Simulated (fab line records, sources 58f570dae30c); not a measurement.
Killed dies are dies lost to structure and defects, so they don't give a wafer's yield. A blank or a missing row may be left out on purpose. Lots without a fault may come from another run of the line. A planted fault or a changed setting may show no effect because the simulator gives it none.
Which tool did it? | flow berkeley_cmos170 | 13 lots, 39 wafers sampled, at 6 steps of a route of 331

WHAT THE GAUGES READ, wafer by wafer
UCB170_ACTIVE_THK_MEAS_06.
lot  | measured    | on            | ACTIVE_NITRIDE_THK (nm)
L462 | day 4 02:18 | film_metro-01 | 208.5 208.5 208.7
L463 | day 4 02:17 | film_metro-02 | 213.8 214.7 213.5
L464 | day 4 18:13 | film_metro-02 | 208.7 212.3 212.0
L465 | day 4 23:38 | film_metro-04 | 208.6 210.0 210.2
L466 | day 5 09:43 | film_metro-02 | 210.6 212.9 211.7
L469 | day 5 17:31 | film_metro-01 | 210.5 211.9 212.1
L470 | day 6 03:14 | film_metro-02 | 209.4 211.9 211.0
L475 | day 7 00:17 | film_metro-02 | 403.3 404.1 403.8
L477 | day 7 07:39 | film_metro-02 | 207.6 209.7 209.1
L479 | day 7 16:38 | film_metro-02 | 211.4 209.5 207.6
L480 | day 7 16:36 | film_metro-01 | 209.1 210.4 209.2
L481 | day 8 05:46 | film_metro-02 | 207.5 208.1 206.3
L482 | day 8 05:46 | film_metro-01 | 208.6 208.2 208.8

UCB170_CONTACT_OVL_MEAS_16.
lot  | measured     | on         | CONTACT_OVL (nm)
L462 | day 7 07:31  | overlay-01 | 2 -7 -1
L463 | day 7 06:59  | overlay-01 | -1 -9 -18
L464 | day 7 14:56  | overlay-01 | -4 1 -8
L465 | day 7 19:52  | overlay-02 | -15 -13 -13
L466 | day 8 03:00  | overlay-02 | 8 -4 6
L469 | day 8 12:48  | overlay-01 | -9 -4 -4
L470 | day 8 22:13  | overlay-01 | 1 -8 1
L477 | day 9 23:28  | overlay-01 | -5 -5 -7
L479 | day 10 17:47 | overlay-01 | 12 2 6
L480 | day 10 18:47 | overlay-02 | 9 11 2
L481 | day 10 20:36 | overlay-02 | 0 -2 -9
L482 | day 10 20:58 | overlay-02 | -9 -11 -2

WHICH TOOL RAN EACH LOT (tool, then ch and the chambers of the sampled wafers, then the start)
lot  | UCB170_ACTIVE_CVD_05       | UCB170_ACTIVE_ETCH_15             | UCB170_GATE_ETCH_14               | UCB170_SILICIDE_SPUTTER_01
L462 | lpcvd-01 ch 0, day 4 00:23 | rie_diel-01 ch 0,2,3, day 4 03:59 | rie_diel-03 ch 0,1,3, day 6 06:17 | pvd_sputter-02, day 7 01:43
L463 | lpcvd-01 ch 0, day 4 00:23 | rie_diel-04 ch 1,2,3, day 4 03:50 | rie_diel-02 ch 1,2, day 6 06:34   | pvd_sputter-01, day 7 01:26
L464 | lpcvd-01 ch 0, day 4 16:17 | rie_diel-01 ch 0,1, day 4 19:23   | rie_diel-03 ch 0,1,2, day 6 18:21 | pvd_sputter-01, day 7 10:43
L465 | lpcvd-02 ch 0, day 4 21:43 | rie_diel-01 ch 0,2,3, day 5 00:56 | rie_diel-04 ch 0,2,3, day 7 00:04 | pvd_sputter-03, day 7 14:47
L466 | lpcvd-01 ch 1, day 5 07:48 | rie_diel-02 ch 1,2, day 5 11:16   | rie_diel-03 ch 1,2,3, day 7 07:09 | pvd_sputter-01, day 7 21:46
L469 | lpcvd-02 ch 1, day 5 15:35 | rie_diel-02 ch 1,2, day 5 19:29   | rie_diel-04 ch 0,1,2, day 7 15:05 | pvd_sputter-02, day 8 06:57
L470 | lpcvd-01 ch 1, day 6 01:19 | rie_diel-02 ch 1,2, day 6 04:17   | rie_diel-04 ch 0,1,3, day 7 22:38 | pvd_sputter-03, day 8 14:04
L475 | lpcvd-02 ch 0, day 6 22:22 | rie_diel-01 ch 0,1,3, day 7 02:45 | -                                 | -
L477 | lpcvd-01 ch 1, day 7 05:44 | rie_diel-04 ch 0,2,3, day 7 08:53 | rie_diel-02 ch 2,3, day 9 03:07   | pvd_sputter-03, day 9 16:40
L479 | lpcvd-01 ch 0, day 7 13:41 | rie_diel-04 ch 0,2,3, day 7 18:43 | rie_diel-04 ch 0,2,3, day 9 19:22 | pvd_sputter-03, day 10 12:46
L480 | lpcvd-01 ch 0, day 7 13:41 | rie_diel-01 ch 1,2,3, day 7 18:13 | rie_diel-04 ch 0,1,3, day 9 19:44 | pvd_sputter-01, day 10 13:01
L481 | lpcvd-01 ch 1, day 8 03:49 | rie_diel-01 ch 0,3, day 8 06:55   | rie_diel-02 ch 1,2, day 10 00:40  | pvd_sputter-03, day 10 13:23
L482 | lpcvd-01 ch 0, day 8 03:49 | rie_diel-02 ch 0,1, day 8 07:20   | rie_diel-04 ch 2,3, day 10 00:54  | pvd_sputter-01, day 10 13:37
- UCB170_ACTIVE_CVD_05: deposits Si3N4 from SiH2Cl2/NH3, target thk 220 nm, time 3150 s.
- UCB170_ACTIVE_ETCH_15: etches Si3N4 in CH3F/Ar/O2, stops on SiO2, target depth 242 nm, time 151 s.
- UCB170_GATE_ETCH_14: etches BARC in N2/H2.
- UCB170_SILICIDE_SPUTTER_01: material Ti, target thk 30 nm, time 25 s.

WHAT THE TOOLS THEMSELVES READ (means of the sampled wafers that have a number; where no wafer has one, the mark that the record gives instead)
UCB170_ACTIVE_CVD_05.
lot  | tool     | spike_tc_centre_C (C)
L462 | lpcvd-01 | 800.9
L463 | lpcvd-01 | 800.3
L464 | lpcvd-01 | 801.9
L465 | lpcvd-02 | 801.2
L466 | lpcvd-01 | 804.1
L469 | lpcvd-02 | 801.9
L470 | lpcvd-01 | 804.0
L475 | lpcvd-02 | 801.5
L477 | lpcvd-01 | 805.0
L479 | lpcvd-01 | 800.1
L480 | lpcvd-01 | 801.7
L481 | lpcvd-01 | 802.9
L482 | lpcvd-01 | 800.8

UCB170_ACTIVE_ETCH_15.
lot  | tool        | chamber_pressure_mTorr (mTorr) | drypump_motor_current_A (A) | mfc_ar_sccm (sccm) | oes_product_au (a.u.) | rf_fwd_power_W (W) | throttle_valve_pct (%)
L462 | rie_diel-01 | 50.02                          | 5.9                         | 49.93              | 0.911                 | 448.2              | 8.00
L463 | rie_diel-04 | 50.01                          | 5.7                         | 50.11              | 0.930                 | 447.3              | 7.92
L464 | rie_diel-01 | 50.03                          | 5.7                         | 50.02              | 0.923                 | 448.1              | 7.88
L465 | rie_diel-01 | 50.03                          | 5.8                         | 50.02              | 0.912                 | 447.7              | 8.00
L466 | rie_diel-02 | 50.04                          | 5.6                         | 50.02              | 0.920                 | 448.4              | 7.85
L469 | rie_diel-02 | 49.98                          | 5.6                         | 49.90              | 0.924                 | 447.5              | 7.86
L470 | rie_diel-02 | 49.98                          | 5.6                         | 49.85              | 0.922                 | 447.2              | 7.86
L475 | rie_diel-01 | 50.06                          | 6.0                         | 50.06              | 1.008                 | 448.8              | 7.94
L477 | rie_diel-04 | 50.01                          | 6.1                         | 50.06              | 0.908                 | 447.4              | 7.98
L479 | rie_diel-04 | 50.01                          | 6.1                         | 50.04              | 0.908                 | 447.3              | 7.99
L480 | rie_diel-01 | 49.99                          | 5.6                         | 50.05              | 0.909                 | 448.2              | 7.87
L481 | rie_diel-01 | 49.99                          | 6.3                         | 50.12              | 0.912                 | 447.9              | 8.07
L482 | rie_diel-02 | 50.01                          | 5.6                         | 50.00              | 0.931                 | 448.4              | 7.99

UCB170_GATE_ETCH_14.
lot  | tool        | chamber_pressure_mTorr (mTorr) | drypump_motor_current_A (A) | oes_product_au (a.u.) | rf_fwd_power_W (W) | throttle_valve_pct (%)
L462 | rie_diel-03 | 30.009                         | 5.6                         | 0.987                 | 494.4              | 13.36
L463 | rie_diel-02 | 30.001                         | 5.6                         | 1.023                 | 494.6              | 13.10
L464 | rie_diel-03 | 29.996                         | 5.5                         | 0.989                 | 495.9              | 13.60
L465 | rie_diel-04 | 30.015                         | 6.1                         | 1.011                 | 493.7              | 13.33
L466 | rie_diel-03 | 30.025                         | 5.6                         | 0.995                 | 493.8              | 13.42
L469 | rie_diel-04 | 30.000                         | 6.1                         | 0.984                 | 495.1              | 13.39
L470 | rie_diel-04 | 30.009                         | 6.0                         | 1.008                 | 495.8              | 13.36
L477 | rie_diel-02 | 29.991                         | 5.6                         | 1.021                 | 494.6              | 13.06
L479 | rie_diel-04 | 29.989                         | 6.1                         | 1.002                 | 494.6              | 13.35
L480 | rie_diel-04 | 29.999                         | 6.0                         | 1.007                 | 495.8              | 13.36
L481 | rie_diel-02 | 30.029                         | 5.6                         | 1.014                 | 494.4              | 13.18
L482 | rie_diel-04 | 29.981                         | 5.8                         | 1.019                 | 492.9              | 13.18

UCB170_SILICIDE_SPUTTER_01.
lot  | tool           | cathode_dc_power_W (W) | throttle_valve_pct (%)
L462 | pvd_sputter-02 | 1500.0                 | 30.6
L463 | pvd_sputter-01 | 1500.3                 | 29.7
L464 | pvd_sputter-01 | 1499.8                 | 29.2
L465 | pvd_sputter-03 | 1500.2                 | 29.1
L466 | pvd_sputter-01 | 1499.9                 | 29.2
L469 | pvd_sputter-02 | 1499.9                 | 30.5
L470 | pvd_sputter-03 | 1500.1                 | 29.4
L477 | pvd_sputter-03 | 1500.0                 | 29.2
L479 | pvd_sputter-03 | 1499.8                 | 28.3
L480 | pvd_sputter-01 | 1500.0                 | 30.2
L481 | pvd_sputter-03 | 1499.9                 | 28.6
L482 | pvd_sputter-01 | 1499.9                 | 30.3

THE ANSWER, worked out from the rows above alone
Rule: what is usual is taken from the lots themselves. Put in order of their means at a reading, lots are off if they are a third of the lots or fewer, leave a main group of 4 or more, and stand apart from it by a gap of 3 or more times the standard deviation of the main group's means; of several such gaps the widest counts. A main group whose means are all the same, to the digits that the tables above print for the reading, isn't used. A lot without any number at a reading at which 4 lots or more have one is off too. The other lots that the step has rows for count as sound. The gauges are gone through in route order, then the tools' own readings, and for those a lot's mean is taken as printed above. The first step at which some lot is off is used, and at that step the reading that is off furthest; a lot without a number counts as furthest.
Off: L475, at UCB170_ACTIVE_THK_MEAS_06 (ACTIVE_NITRIDE_THK). The main group: mean 210.1 nm, standard deviation 1.7.
A tool fits if, at a process step before that reading, it ran every lot that is off, and no sound lot after the first of them. The gauges at UCB170_ACTIVE_THK_MEAS_06 aren't tried: what is off there is off at UCB170_ACTIVE_ETCH_15 too, on other tools, and a gauge's error can't cause that. One fits: lpcvd-02 at UCB170_ACTIVE_CVD_05. Its last sound lot is L469 (day 5 15:35), its first lot that is off L475 (day 6 22:22): a fault that began between those two fits.

WHAT THE SIMULATOR HAD PUT IN
Process parameter drift: lpcvd-02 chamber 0, from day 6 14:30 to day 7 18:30, at UCB170_ACTIVE_CVD_05. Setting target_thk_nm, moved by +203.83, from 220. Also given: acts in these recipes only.
Lots struck among those shown: L475. The rule above found the same.
